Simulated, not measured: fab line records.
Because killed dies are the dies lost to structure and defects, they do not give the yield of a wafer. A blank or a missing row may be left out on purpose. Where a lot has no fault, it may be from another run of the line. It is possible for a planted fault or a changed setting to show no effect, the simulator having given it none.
A lot that was struck, set against a sound lot :: flow berkeley-cmos170 :: 18 out of 331 route steps
Sound: these wafers, L699.1, L699.3, L699.5. Wafers struck: L688.2, L688.5, L688.6. At the end, the cause is stated.
At each step with rows: each side's tool, then ch and its chambers, then its first start. Under that, the readings that differ: sound wafers :: struck wafers :: difference of the means :: sigmas: that difference in standard deviations of wafers without a fault.
alike: words and numbers the same on both sides, and readings whose means are apart by under 2 such deviations; not compared: readings that were withheld, readings missing a value for some wafer, numbers with overlapping values and no deviation given by the record, and bounds like >300 which may hide the same value.
Wherever a step has rows on one side only, a row that says differs or no value, or a row with sigmas, the two part there. When numbers do not overlap yet have no deviation, they are printed without sigmas and do not part them. A reading that every wafer of one side lacks parts them only if that side has two wafers or more.

first, 3 steps without rows for these wafers: UCB170_PSD_EXPOSE_03 (exposes mask PSELECT MOD, target cd 1200 nm); UCB170_PSD_PEB_04; UCB170_PSD_DEVELOP_05 (develop time 45 s).
UCB170_PSD_CD_MEAS_06: the cd target is 1200 nm.
  sound on cd-sem-01, day 10 15:30; struck on cd-sem-02, day 7 17:58
  alike: cd-nm
UCB170_PSD_OVL_MEAS_07:
  sound on overlay-02, day 10 15:37; struck on overlay-01, day 7 18:05
  alike: PSD_OVL
then, 1 step without rows for these wafers: UCB170_PSD_IMPLANT_08.
UCB170_PSD_STRIP_09: strips in O2.
  sound on plasma-asher-03 ch 0,1, day 10 15:49; struck on plasma-asher-01 ch 0,1, day 7 18:16
  alike: drypump-motor-current-A, oes-product-au, strip-time-to-endpoint-s
  not compared: rf-hours-counter-h
UCB170_PSD_TW_MEAS_10:
  sound on film-metro-04, day 10 15:55; struck on film-metro-03, day 7 18:22
reading: PSD_TW
sound: 2349 2348 2340
struck: 2283 2299 2297
difference: -53
sigmas: -2
then, 4 steps without rows for these wafers: UCB170_PSD_CLEAN_11 (cleans in SPM, time 600 s); UCB170_NSD_HMDS_00 (prime time 60 s); UCB170_NSD_COAT_01 (resist thk 900 nm); UCB170_NSD_SOFTBAKE_02 (time 60 s).
UCB170_NSD_EXPOSE_03: exposes mask NSELECT MOD, target cd 1200 nm.
  sound on krf-scanner-01 ch 0, day 10 16:43; struck on krf-scanner-02 ch 0, day 7 19:10
  alike: mask
then, 2 steps without rows for these wafers: UCB170_NSD_PEB_04; UCB170_NSD_DEVELOP_05 (develop time 45 s).
UCB170_NSD_CD_MEAS_06: the cd target is 1200 nm.
  sound on cd-sem-02, day 10 17:13; struck on cd-sem-01, day 7 19:33
reading: cd-nm (nm)
sound: 1199.0 1202.2 1200.5
struck: 1214.9 1211.5 1208.9
difference: +11.2
sigmas: +7
UCB170_NSD_OVL_MEAS_07:
  sound on overlay-02, day 10 17:20; struck on overlay-02, day 7 19:40
reading: NSD_OVL (nm)
sound: -9 -17 -12
struck: -1 1 7
difference: +15
sigmas: +3
UCB170_M3_PROBE_99:
  the record holds rows for the sound wafers here (prober-01, day 11 23:10) but none for the struck ones

## WHERE THEY PART
First at UCB170_PSD_TW_MEAS_10; last, within this record, at UCB170_M3_PROBE_99.

WHY: whatever the simulator had introduced
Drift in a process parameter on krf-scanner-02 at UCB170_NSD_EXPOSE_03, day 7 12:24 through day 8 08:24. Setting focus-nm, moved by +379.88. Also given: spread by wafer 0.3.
